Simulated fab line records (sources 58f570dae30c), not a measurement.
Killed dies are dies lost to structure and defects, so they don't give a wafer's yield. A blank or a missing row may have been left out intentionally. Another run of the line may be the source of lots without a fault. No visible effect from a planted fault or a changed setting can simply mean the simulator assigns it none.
What tool caused it? | flow berkeley-cmos170 | 13 lots with 39 wafers sampled at 7 steps, on a route of 331 steps

== WHAT THE GAUGES READ, wafer by wafer ==
UCB170_START_BOW_MEAS_00.
lot  | measured    | on            | INCOMING_BOW (um)
L740 | day 1 10:01 | film-metro-03 | -2 8 4
L741 | day 1 15:01 | film-metro-01 | 0 -5 -11
L743 | day 2 01:00 | film-metro-04 | 5 0 4
L744 | day 2 06:00 | film-metro-03 | -9 1 -2
L745 | day 2 11:02 | film-metro-04 | -8 9 -8
L746 | day 2 16:00 | film-metro-03 | -5 3 2
L748 | day 3 02:02 | film-metro-03 | -3 -1 4
L749 | day 3 07:00 | film-metro-01 | 2 2 12
L750 | day 3 12:00 | film-metro-04 | 0 10 -12
L751 | day 3 17:00 | film-metro-01 | -6 -7 2
L752 | day 3 22:03 | film-metro-01 | -9 10 -4
L753 | day 4 03:00 | film-metro-04 | 3 -7 0
L761 | day 5 19:00 | film-metro-04 | 5 3 -6

UCB170_FIELD_THK_MEAS_02.
lot  | measured    | on            | FIELD_OXIDE_THK (nm)
L740 | day 6 07:20 | film-metro-03 | 562 569 564
L741 | day 6 01:53 | film-metro-02 | 567 560 562
L743 | day 6 07:16 | film-metro-01 | 576 587 578
L744 | day 6 07:16 | film-metro-02 | 570 572 569
L745 | day 6 07:17 | film-metro-03 | 553 554 551
L746 | day 6 07:20 | film-metro-02 | 546 557 560
L748 | day 7 00:35 | film-metro-01 | 562 570 568
L749 | day 7 11:02 | film-metro-01 | 556 555 552
L750 | day 7 00:35 | film-metro-02 | 543 558 555
L751 | day 7 00:35 | film-metro-03 | 558 558 568
L752 | day 7 11:03 | film-metro-02 | 569 559 558
L753 | day 7 11:05 | film-metro-02 | 561 567 564
L761 | day 9 20:20 | film-metro-03 | 522 519 511

UCB170_FIELD_THK_MEAS_90.
lot  | measured     | on            | FIELD_OXIDE_LEFT_1_THK (nm)
L740 | day 6 16:37  | film-metro-02 | 444 452 447
L741 | day 6 11:23  | film-metro-01 | 450 443 445
L743 | day 6 16:36  | film-metro-01 | 459 470 461
L744 | day 6 16:36  | film-metro-03 | 453 455 452
L745 | day 6 16:41  | film-metro-03 | 436 436 434
L746 | day 6 16:40  | film-metro-02 | 430 441 443
L748 | day 7 11:26  | film-metro-02 | 447 454 451
L749 | day 7 19:50  | film-metro-01 | 438 437 434
L750 | day 7 11:26  | film-metro-03 | 427 441 438
L751 | day 7 11:25  | film-metro-01 | 442 443 452
L752 | day 7 19:52  | film-metro-02 | 452 442 441
L753 | day 7 19:50  | film-metro-03 | 445 451 447
L761 | day 10 06:54 | film-metro-03 | 404 401 393

UCB170_FIELD_THK_MEAS_91.
lot  | measured     | on            | FIELD_OXIDE_LEFT_2_THK (nm)
L740 | day 7 12:29  | film-metro-03 | 357 364 360
L741 | day 7 05:47  | film-metro-01 | 362 355 357
L743 | day 7 12:26  | film-metro-02 | 372 383 373
L744 | day 7 12:06  | film-metro-03 | 364 366 364
L745 | day 7 12:33  | film-metro-01 | 346 347 345
L746 | day 7 11:56  | film-metro-02 | 343 353 355
L748 | day 8 12:08  | film-metro-02 | 359 367 364
L749 | day 8 18:03  | film-metro-02 | 350 349 346
L750 | day 8 11:36  | film-metro-03 | 338 353 351
L751 | day 8 11:52  | film-metro-03 | 354 354 363
L752 | day 8 18:04  | film-metro-03 | 364 354 353
L753 | day 8 18:36  | film-metro-03 | 358 364 359
L761 | day 11 08:50 | film-metro-01 | 315 313 304

== WHICH TOOL RAN EACH LOT (tool, then ch and the chambers of the sampled wafers, then the start) ==
lot  | UCB170_PWELL_ETCH_14              | UCB170_PFIELD_STRIP_08              | UCB170_FIELD_OXIDATION_01
L740 | rie-diel-02 ch 0,2,3, day 4 03:47 | plasma-asher-01 ch 0,1, day 6 01:23 | furnace-02 ch 0, day 6 04:16
L741 | rie-diel-03 ch 0,2,3, day 4 03:22 | plasma-asher-02 ch 0,1, day 5 20:55 | furnace-01 ch 0, day 5 22:53
L743 | rie-diel-03 ch 0,1,3, day 4 04:31 | plasma-asher-01 ch 0,1, day 6 00:40 | furnace-02 ch 0, day 6 04:16
L744 | rie-diel-03 ch 1,2, day 4 03:58   | plasma-asher-03 ch 0,1, day 6 00:33 | furnace-02 ch 0, day 6 04:16
L745 | rie-diel-01 ch 0,1,3, day 4 04:11 | plasma-asher-02 ch 0,1, day 6 00:51 | furnace-02 ch 0, day 6 04:16
L746 | rie-diel-02 ch 0,1,3, day 4 04:14 | plasma-asher-03 ch 0,1, day 6 00:53 | furnace-02 ch 0, day 6 04:16
L748 | rie-diel-03 ch 0,1,2, day 5 13:01 | plasma-asher-03 ch 0,1, day 6 19:19 | furnace-01 ch 0, day 6 21:35
L749 | rie-diel-01 ch 0,1,3, day 5 13:20 | plasma-asher-02 ch 0,1, day 7 02:14 | furnace-02 ch 0, day 7 08:02
L750 | rie-diel-01 ch 0,1,2, day 5 12:36 | plasma-asher-02 ch 0,1, day 6 19:29 | furnace-01 ch 0, day 6 21:35
L751 | rie-diel-02 ch 1,2, day 5 13:04   | plasma-asher-01 ch 0,1, day 6 19:35 | furnace-01 ch 0, day 6 21:35
L752 | rie-diel-01 ch 0,2, day 5 20:30   | plasma-asher-03 ch 0,1, day 7 02:03 | furnace-02 ch 0, day 7 08:02
L753 | rie-diel-02 ch 1,2, day 5 19:46   | plasma-asher-01 ch 0,1, day 7 02:28 | furnace-02 ch 0, day 7 08:02
L761 | rie-diel-02 ch 1,2, day 7 22:43   | plasma-asher-03 ch 1, day 9 12:43   | furnace-02 ch 0, day 9 17:20
- UCB170_PWELL_ETCH_14: etches Si3N4 in CH3F/Ar/O2, stops on SiO2, target depth 242 nm, time 151 s.
- UCB170_PFIELD_STRIP_08: strips in O2.
- UCB170_FIELD_OXIDATION_01: target thk 558.3 nm, ox time 7200 s.

== WHAT THE TOOLS THEMSELVES READ (means of the sampled wafers that have a number; where no wafer has one, the mark that the record gives instead) ==
UCB170_PWELL_ETCH_14.
lot  | tool        | CH3F_flow_sccm (sccm) | O2_flow_sccm (sccm) | drypump-motor-current-A (A) | oes-product-au (a.u.) | throttle-valve-pct (%)
L740 | rie-diel-02 | 19.96                 | 7.008               | 5.6                         | 0.945                 | 8.03
L741 | rie-diel-03 | 19.97                 | 6.992               | 5.7                         | 0.942                 | 8.13
L743 | rie-diel-03 | 20.01                 | 7.009               | 6.1                         | 0.935                 | 8.01
L744 | rie-diel-03 | 19.97                 | 6.998               | 6.2                         | 0.933                 | 8.01
L745 | rie-diel-01 | 20.06                 | 7.000               | 5.7                         | 0.943                 | 8.09
L746 | rie-diel-02 | 20.02                 | 7.019               | 6.0                         | 0.955                 | 8.04
L748 | rie-diel-03 | 19.96                 | 7.007               | 6.0                         | 0.936                 | 8.09
L749 | rie-diel-01 | 19.99                 | 7.002               | 5.7                         | 0.948                 | 8.08
L750 | rie-diel-01 | 19.96                 | 7.012               | 5.6                         | 0.937                 | 8.05
L751 | rie-diel-02 | 19.96                 | 7.008               | 6.1                         | 0.926                 | 7.95
L752 | rie-diel-01 | 19.92                 | 7.022               | 5.3                         | 0.956                 | 8.08
L753 | rie-diel-02 | 19.97                 | 6.980               | 5.7                         | 0.943                 | 7.94
L761 | rie-diel-02 | 19.98                 | 7.002               | 6.1                         | 0.931                 | 7.95

UCB170_PFIELD_STRIP_08.
lot  | tool            | drypump-motor-current-A (A) | oes-product-au (a.u.) | strip-time-to-endpoint-s (s)
L740 | plasma-asher-01 | 5.7                         | 0.736                 | 21.67
L741 | plasma-asher-02 | 5.3                         | 0.735                 | 21.67
L743 | plasma-asher-01 | 5.6                         | 0.736                 | 21.60
L744 | plasma-asher-03 | 6.0                         | 0.735                 | 21.59
L745 | plasma-asher-02 | 5.4                         | 0.734                 | 21.68
L746 | plasma-asher-03 | 6.0                         | 0.731                 | 21.58
L748 | plasma-asher-03 | 6.0                         | 0.736                 | 21.69
L749 | plasma-asher-02 | 5.4                         | 0.735                 | 21.67
L750 | plasma-asher-02 | 5.3                         | 0.734                 | 21.69
L751 | plasma-asher-01 | 5.7                         | 0.736                 | 21.72
L752 | plasma-asher-03 | 6.0                         | 0.733                 | 21.70
L753 | plasma-asher-01 | 5.6                         | 0.739                 | 21.63
L761 | plasma-asher-03 | 6.3                         | 0.730                 | 21.66

UCB170_FIELD_OXIDATION_01.
lot  | tool       | tube-center-temp-C (C)
L740 | furnace-02 | 999.92
L741 | furnace-01 | 999.97
L743 | furnace-02 | 999.96
L744 | furnace-02 | 999.98
L745 | furnace-02 | 1000.03
L746 | furnace-02 | 999.96
L748 | furnace-01 | 1000.02
L749 | furnace-02 | 1000.07
L750 | furnace-01 | 1000.03
L751 | furnace-01 | 999.98
L752 | furnace-02 | 999.91
L753 | furnace-02 | 1000.05
L761 | furnace-02 | 1000.10

== THE ANSWER, worked out from the rows above alone ==
Rule: the lots themselves supply what counts as usual. Put in order of their means at a reading, lots are off if they are a third of the lots or fewer, leave a main group of 4 or more, and stand apart from it by a gap of 3 or more times the standard deviation of the main group's means; of several such gaps the widest counts. Not used: any main group whose means are identical at the precision the tables above print for the reading. A lot without any number at a reading at which 4 lots or more have one is off too. Where the step has rows for the other lots, those lots are counted as sound. Order of review: gauges by route order, followed by the tools' own readings, for which a lot's mean as printed above is used. At the first step where some lot is off, the reading lying furthest off is the one used; lots without a number count as furthest.
Off: L761, at UCB170_FIELD_THK_MEAS_02 (FIELD_OXIDE_THK). Mean 562 nm and standard deviation 7.9 in the main group.
If a tool, at a process step before that reading, ran all the lots that are off and no sound lot after the first of them, it fits. The gauges at UCB170_FIELD_THK_MEAS_02 aren't tried: what is off there is off at UCB170_FIELD_THK_MEAS_91 too, on other tools, and a gauge's error can't cause that. Can't be told from this: 3 tools fit, rie-diel-02 at UCB170_PWELL_ETCH_14, plasma-asher-03 at UCB170_PFIELD_STRIP_08, furnace-02 at UCB170_FIELD_OXIDATION_01.

== WHAT HAD BEEN PUT IN BY THE SIMULATOR ==
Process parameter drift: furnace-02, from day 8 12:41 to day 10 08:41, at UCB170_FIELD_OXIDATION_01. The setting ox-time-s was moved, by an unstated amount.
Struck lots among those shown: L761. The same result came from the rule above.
